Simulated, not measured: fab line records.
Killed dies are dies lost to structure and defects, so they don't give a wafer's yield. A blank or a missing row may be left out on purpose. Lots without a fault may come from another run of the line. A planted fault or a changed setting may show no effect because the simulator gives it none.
Problem report in the 8D (eight disciplines) form, filled by code || flow rit_cmos || the parts of the form that need people (team, actions taken, sign-off) are left out

## 1. PROBLEM STATEMENT
At RIT_PLDD_COAT_01, spin_speed_rpm averages 3171.2 rpm over 6 wafers from 2 lots, while fault-free wafers read 3249.9 rpm, standard deviation 2.3. Relative to the usual mean, that is a shift of -34 standard deviations.
The step: resist thk 1000 nm.
Seen first at day 6 19:55 on litho_track-03, wafer L699.1. At this step, 18 wafers from 6 lots have a number in the record. Rule for "out" (also "out of limits"): further than 4 standard deviations from the usual mean. The rest of the wafers with a number are treated as sound.

## 2. WHAT IT IS AND WHAT IT IS NOT
{"question": "which readings at this step", "is": "spin_speed_rpm", "is not": "dispense_pressure_kPa"}
{"question": "which lots", "is": "L699, L700", "is not": "L682, L685, L697, L704"}
{"question": "which wafers of those lots", "is": "all that have a number", "is not": "-"}
{"question": "read on which tools", "is": "litho_track-03", "is not": "litho_track-02, litho_track-04"}
{"question": "when", "is": "from day 6 19:55", "is not": "up to then (9 sound wafers); but 3 sound wafers of L704 came after"}

## 3. WHAT RULES OUT EACH SUSPECT
Counting: any tool at a process step up to the reading is kept as a suspect provided that every lot that is out went through it and no sound lot did after the first of them.
- litho_track-03 at RIT_PLDD_COAT_01 (resist thk 1000 nm): kept. It processed each lot that is out, first L699 at day 6 19:55, and no sound lot thereafter; up to then, the last sound lot it processed was L685 at day 3 14:56. Out on those wafers are its own readings of spin_speed_rpm.
After counting, what remains is litho_track-03 at RIT_PLDD_COAT_01.

## 4. THE CAUSE (what the simulator had put in)
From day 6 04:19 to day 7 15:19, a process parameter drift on litho_track-03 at RIT_PLDD_COAT_01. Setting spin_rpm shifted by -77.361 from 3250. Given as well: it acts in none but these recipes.
Only this tool survived the counting.

## 5. THE CHAIN OF EFFECTS, in route order
Each row: a reading whose mean over the struck wafers that have a number lies more than 3 standard deviations from the usual. Only readings for which the record gives a usual standard deviation are gone through. hours: the time from each lot's start at the first step in this table that gives one to its start at this step, as a median over the lots. sigmas: the change in usual standard deviations.
{"hours": 0, "step": "RIT_PLDD_COAT_01", "reading": "spin_speed_rpm", "usual": "3249.9 rpm", "on struck wafers": 3171.2, "change": -78.7, "sigmas": -34}
Process steps it contains:
- RIT_PLDD_COAT_01: resist thk 1000 nm.
Later measuring or inspecting steps at which every struck wafer that the step has a row for has a number for every such reading, and none has moved that far: RIT_PLDD_OVL_MEAS_06.

## 6. HOW IT WOULD HAVE BEEN CAUGHT EARLIER
The fault began at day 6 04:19; the first out-of-limits reading in this record came at day 6 19:55, 16 hours later.
